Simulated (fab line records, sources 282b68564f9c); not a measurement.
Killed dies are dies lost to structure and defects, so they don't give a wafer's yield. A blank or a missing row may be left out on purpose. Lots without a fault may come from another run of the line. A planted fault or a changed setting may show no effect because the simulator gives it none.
A struck lot beside a sound one | flow rit_cmos | 34 steps out of a route of 202
Sound: wafers L696.1, L696.2, L696.4. Struck: wafers L714.1, L714.3, L714.5. The cause comes at the end.
At each step with rows: each side's tool, then ch and its chambers, then its first start. Under that, the readings that differ: sound wafers | struck wafers | difference of the means | sigmas: that difference in standard deviations of wafers without a fault.
alike: readings whose means differ by less than 2 such deviations, and words and numbers that are the same on both sides. not compared: withheld readings, readings that some wafer has no value for, bounds like >300 that may hide the same value, and numbers for which the record gives no deviation and whose values overlap.
The two part at a step that has a row with sigmas, a row that says differs or no value, or rows on one side only. Numbers that don't overlap but have no deviation are shown without sigmas and don't part them. A reading that every wafer of one side lacks parts them only if that side has two wafers or more.

RIT_PLDD_OVL_MEAS_06:
  sound on overlay-01, day 3 12:07; struck on overlay-01, day 7 03:10
  alike: PLDD_OVL
then, 2 steps without rows for these wafers: RIT_PLDD_HARDBAKE_07 (time 60 s); RIT_PLDD_IMPLANT_08.
RIT_PLDD_STRIP_09: strips in O2, time 180 s.
  sound on plasma_asher-02 ch 0,1, day 3 12:28; struck on plasma_asher-02 ch 0,1, day 7 03:35
  alike: drypump_motor_current_A
  not compared: rf_hours_counter_h
RIT_PLDD_TW_MEAS_10:
  sound on film_metro-01, day 3 12:38; struck on film_metro-04, day 7 03:45
  alike: PLDD_TW
then, 4 steps without rows for these wafers: RIT_SPACER_CLEAN_00 (cleans in SC1, time 600 s); RIT_SPACER_CLEAN_01 (cleans in dHF, time 30 s); RIT_SPACER_CLEAN_02 (cleans in SC2, time 600 s); RIT_SPACER_CVD_03 (deposits Si3N4 from SiH2Cl2/NH3, target thk 250 nm, time 3300 s).
RIT_SPACER_THK_MEAS_04:
  sound on film_metro-01, day 3 14:59; struck on film_metro-02, day 7 06:07
  alike: SPACER_NITRIDE_THK
RIT_SPACER_ETCHBACK_05: etches Si3N4 in SF6/CHF3, stops on SiO2, target depth 250 nm, time 240 s.
  sound on rie_diel-01 ch 0,2,3, day 3 15:03; struck on rie_diel-03 ch 0,1,2, day 7 06:10
  alike: CHF3_flow_sccm, drypump_motor_current_A, oes_product_au, throttle_valve_pct
  not compared: rf_hours_counter_h
then, 1 step without rows for these wafers: RIT_NSD_HMDS_00 (prime time 60 s).
RIT_NSD_COAT_01: resist thk 1000 nm.
  sound on litho_track-03 ch 0, day 3 15:21; struck on litho_track-04, day 7 06:28
  no value came back on the struck wafers for chill_plate_temp_C (C), dispense_pressure_kPa (kPa); on the sound wafers chill_plate_temp_C (C) reads 23.18 23.01 23.16
then, 4 steps without rows for these wafers: RIT_NSD_SOFTBAKE_02 (time 60 s); RIT_NSD_EXPOSE_03 (exposes mask M9, target cd 40700 nm); RIT_NSD_PEB_04; RIT_NSD_DEVELOP_05 (develop time 50 s).
RIT_NSD_OVL_MEAS_06:
  sound on overlay-02, day 3 16:03; struck on overlay-01, day 7 07:17
  reading      | sound          | struck | difference                    | sigmas
  NSD_OVL (nm) | -0.6 -1.1 -0.9 | - - -  | no value on the struck wafers |
then, 2 steps without rows for these wafers: RIT_NSD_HARDBAKE_07 (time 60 s); RIT_NSD_IMPLANT_08.
RIT_NSD_STRIP_09: strips in O2, time 180 s.
  sound on plasma_asher-04 ch 0,1, day 3 16:23; struck on plasma_asher-01 ch 1, day 7 07:40
  alike: drypump_motor_current_A
  not compared: rf_hours_counter_h
RIT_NSD_TW_MEAS_10:
  sound on film_metro-01, day 3 16:34; struck on film_metro-03, day 7 07:50
  alike: NSD_TW
then, 6 steps without rows for these wafers: RIT_PSD_HMDS_00 (prime time 60 s); RIT_PSD_COAT_01 (resist thk 1000 nm); RIT_PSD_SOFTBAKE_02 (time 60 s); RIT_PSD_EXPOSE_03 (exposes mask M10, target cd 40900 nm); RIT_PSD_PEB_04; RIT_PSD_DEVELOP_05 (develop time 50 s).
RIT_PSD_OVL_MEAS_06:
  sound on overlay-02, day 3 17:36; struck on overlay-01, day 7 08:53
  alike: PSD_OVL
then, 2 steps without rows for these wafers: RIT_PSD_HARDBAKE_07 (time 60 s); RIT_PSD_IMPLANT_08.
RIT_PSD_STRIP_09: strips in O2, time 180 s.
  sound on plasma_asher-01 ch 0,1, day 3 17:56; struck on plasma_asher-02 ch 1, day 7 09:13
  alike: drypump_motor_current_A
  not compared: rf_hours_counter_h
RIT_PSD_TW_MEAS_10:
  sound on film_metro-01, day 3 18:07; struck on film_metro-03, day 7 09:37
  reading | sound          | struck         | difference | sigmas
  PSD_TW  | 3415 3430 3428 | 3602 3601 3627 | +186       | +8
  not compared: hold
RIT_M1_PROBE_99:
  sound on prober-01, day 4 02:08; struck on prober-02, day 7 20:51
  reading             | sound | struck                                                               | difference                   | sigmas
  hold                | - - - | await_dispo/8.4h/scrap await_dispo/8.4h/scrap await_dispo/8.4h/scrap | no value on the sound wafers |
  killed_at_front_end | 7 3 6 | 264 264 264                                                          | +259                         | +86
  killed_dies         | 7 3 6 | 264 264 264                                                          | +259                         | +86
  killed_on_rim       | 5 1 1 | 70 70 70                                                             | +68                          | +48
  alike: killed_open, killed_short

WHERE THEY PART
First at RIT_NSD_COAT_01; last, within this record, at RIT_M1_PROBE_99.

WHY: what the simulator had put in
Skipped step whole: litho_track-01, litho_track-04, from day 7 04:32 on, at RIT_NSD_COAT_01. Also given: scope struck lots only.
